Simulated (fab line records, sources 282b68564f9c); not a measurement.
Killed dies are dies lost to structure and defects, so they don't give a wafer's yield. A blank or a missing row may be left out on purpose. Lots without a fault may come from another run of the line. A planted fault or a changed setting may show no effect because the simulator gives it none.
Which tool did it? | flow rit_cmos | 14 lots, 42 wafers sampled, at 4 steps of a route of 202

WHAT THE GAUGES READ, wafer by wafer
RIT_ACTIVE_BOW_MEAS_00. Usual: INCOMING_BOW 0 um, standard deviation 6.3.
lot  | measured    | on            | INCOMING_BOW (um) | flag
L219 | day 1 10:00 | film_metro-04 | -7 4 1            |
L220 | day 1 15:00 | film_metro-02 | 9 2 6             |
L223 | day 2 06:00 | film_metro-03 | -3 1 4            |
L225 | day 2 16:00 | film_metro-03 | -14 0 4           |
L227 | day 3 02:01 | film_metro-03 | 1 2 8             |
L228 | day 3 07:00 | film_metro-02 | 0 1 12            |
L229 | day 3 12:01 | film_metro-03 | 2 -2 11           |
L230 | day 3 17:00 | film_metro-04 | -11 10 3          |
L231 | day 3 22:04 | film_metro-03 | 2 -5 -5           |
L235 | day 4 18:00 | film_metro-02 | -2 3 8            |
L236 | day 4 23:00 | film_metro-04 | 10 -7 1           |
L238 | day 5 09:02 | film_metro-03 | 2 2 -7            |
L241 | day 6 00:01 | film_metro-02 | 3 -2 -1           |
L242 | day 6 05:01 | film_metro-04 | 2 3 11            |

RIT_FOX1_THK_MEAS_01. Usual: FOX1_OXIDE_THK 354 nm, standard deviation 6.6.
lot  | measured    | on            | FOX1_OXIDE_THK (nm) | flag
L219 | day 1 19:04 | film_metro-01 | 355 355 356         |
L220 | day 1 23:56 | film_metro-01 | 361 361 366         |
L223 | day 2 15:14 | film_metro-03 | 358 361 364         |
L225 | day 3 01:31 | film_metro-02 | 347 352 355         |
L227 | day 3 10:49 | film_metro-03 | 349 353 358         |
L228 | day 3 16:55 | film_metro-01 | 347 347 349         |
L229 | day 3 19:47 | film_metro-01 | 355 363 355         |
L230 | day 4 00:55 | film_metro-01 | 347 338 345         |
L231 | day 4 06:40 | film_metro-02 | 353 353 354         |
L235 | day 5 02:43 | film_metro-01 | 355 349 353         |
L236 | day 5 06:50 | film_metro-03 | 367 362 365         |
L238 | day 5 18:06 | film_metro-01 | 358 362 366         |
L241 | day 6 07:38 | film_metro-02 | 358 361 356         |
L242 | day 6 11:59 | film_metro-01 | 355 353 356         |

RIT_SILICIDE_THK_MEAS_03: measures by xrf. Usual: SILICIDE_TI_THK 30.6 nm, standard deviation 0.32.
lot  | measured    | on            | SILICIDE_TI_THK (nm) | flag
L219 | day 3 04:26 | film_metro-01 | 30.8 30.5 30.5       |
L220 | day 3 13:04 | film_metro-01 | 30.5 30.9 30.6       |
L223 | day 4 02:25 | film_metro-04 | 30.4 30.5 30.6       |
L225 | day 4 10:02 | film_metro-04 | 30.4 30.2 30.3       |
L227 | day 4 23:44 | film_metro-01 | 30.7 30.6 30.6       |
L228 | day 5 03:49 | film_metro-01 | 30.2 29.9 30.2       |
L229 | day 5 07:43 | film_metro-02 | 30.7 31.1 30.6       |
L230 | day 5 12:26 | film_metro-04 | 30.4 30.3 30.6       |
L231 | day 5 20:52 | film_metro-01 | 30.3 30.7 30.4       |
L235 | day 6 12:31 | film_metro-04 | 30.6 30.5 30.5       |
L236 | day 6 19:52 | film_metro-01 | 30.7 30.9 31.0       |
L238 | day 7 03:56 | film_metro-02 | 30.8 30.8 30.6       |
L241 | day 7 18:52 | film_metro-01 | 30.3 30.4 29.7       |
L242 | day 8 02:40 | film_metro-02 | 30.8 31.0 30.9       |

WHICH TOOL RAN EACH LOT (tool, then ch and the chambers of the sampled wafers, then the start)
lot  | RIT_PWELL_SOFTBAKE_02
L219 | litho_track-01 ch 0, day 1 23:25
L220 | litho_track-03 ch 0, day 2 04:24
L223 | litho_track-02 ch 0, day 2 19:39
L225 | litho_track-03 ch 0, day 3 05:58
L227 | litho_track-02 ch 0, day 3 16:17
L228 | litho_track-01 ch 0, day 3 21:23
L229 | litho_track-01 ch 0, day 4 00:05
L230 | litho_track-01 ch 0, day 4 05:20
L231 | litho_track-01 ch 0, day 4 11:12
L235 | litho_track-03 ch 0, day 5 07:19
L236 | litho_track-01 ch 0, day 5 11:46
L238 | litho_track-03 ch 0, day 5 22:40
L241 | litho_track-02 ch 0, day 6 11:56
L242 | litho_track-02 ch 0, day 6 16:17
- RIT_PWELL_SOFTBAKE_02: time 61.43 s.

WHAT THE TOOLS THEMSELVES READ (means of the sampled wafers that have a number; where no wafer has one, the mark that the record gives instead)
RIT_PWELL_SOFTBAKE_02. Usual: heater_power_total_W 34.57 W, standard deviation 0.049; plate_sensor_t_centre_C 90.969 C, standard deviation 0.01; plate_sensor_t_edge_C 91.019 C, standard deviation 0.011.
lot  | tool           | heater_power_total_W (W) | plate_sensor_t_centre_C (C) | plate_sensor_t_edge_C (C) | flag
L219 | litho_track-01 | 34.55                    | 90.959                      | 91.012                    |
L220 | litho_track-03 | 34.59                    | 90.976                      | 91.017                    |
L223 | litho_track-02 | 34.55                    | 90.964                      | 91.023                    |
L225 | litho_track-03 | 34.54                    | 90.964                      | 91.024                    |
L227 | litho_track-02 | 34.56                    | 90.971                      | 91.014                    |
L228 | litho_track-01 | 34.59                    | 90.982                      | 91.019                    |
L229 | litho_track-01 | 34.58                    | 90.969                      | 91.009                    |
L230 | litho_track-01 | 34.55                    | 90.973                      | 91.027                    |
L231 | litho_track-01 | 35.01                    | 91.839                      | 91.894                    | OFF
L235 | litho_track-03 | 34.62                    | 90.967                      | 91.025                    |
L236 | litho_track-01 | 34.99                    | 91.828                      | 91.891                    | OFF
L238 | litho_track-03 | 34.59                    | 90.966                      | 91.022                    |
L241 | litho_track-02 | 34.55                    | 90.971                      | 91.017                    |
L242 | litho_track-02 | 34.57                    | 90.961                      | 91.026                    |

THE ANSWER, worked out from the rows above alone
Rule: a lot is off if the mean of its wafers that have a number lies more than 3 standard deviations from the usual mean. A lot without any number at a reading at which 4 lots or more have one is off too. The other lots that the step has rows for count as sound. The gauges are gone through in route order, then the tools' own readings, and for those a lot's mean is taken as printed above. The first step at which some lot is off is used, and at that step the reading that is off furthest; a lot without a number counts as furthest.
Off: L231, L236, at RIT_PWELL_SOFTBAKE_02 (plate_sensor_t_centre_C).
A tool fits if, at that step or a process step before it, it ran every lot that is off, and no sound lot after the first of them. One fits: litho_track-01 at RIT_PWELL_SOFTBAKE_02. Its last sound lot is L230 (day 4 05:20), its first lot that is off L231 (day 4 11:12): a fault that began between those two fits.
The tool's own readings at RIT_PWELL_SOFTBAKE_02 bear it out: on the lots that are off they differ by more than 5 times the standard deviation of the sound lots' means. heater_power_total_W reads 35.00 W there against 34.57 W on the sound lots; plate_sensor_t_centre_C reads 91.834 C there against 90.969 C on the sound lots; plate_sensor_t_edge_C reads 91.893 C there against 91.020 C on the sound lots.

WHAT THE SIMULATOR HAD PUT IN
Process parameter drift: litho_track-01, from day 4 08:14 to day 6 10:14, at RIT_PWELL_SOFTBAKE_02. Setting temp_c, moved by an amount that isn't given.
Lots struck among those shown: L231, L236. The rule above found the same.
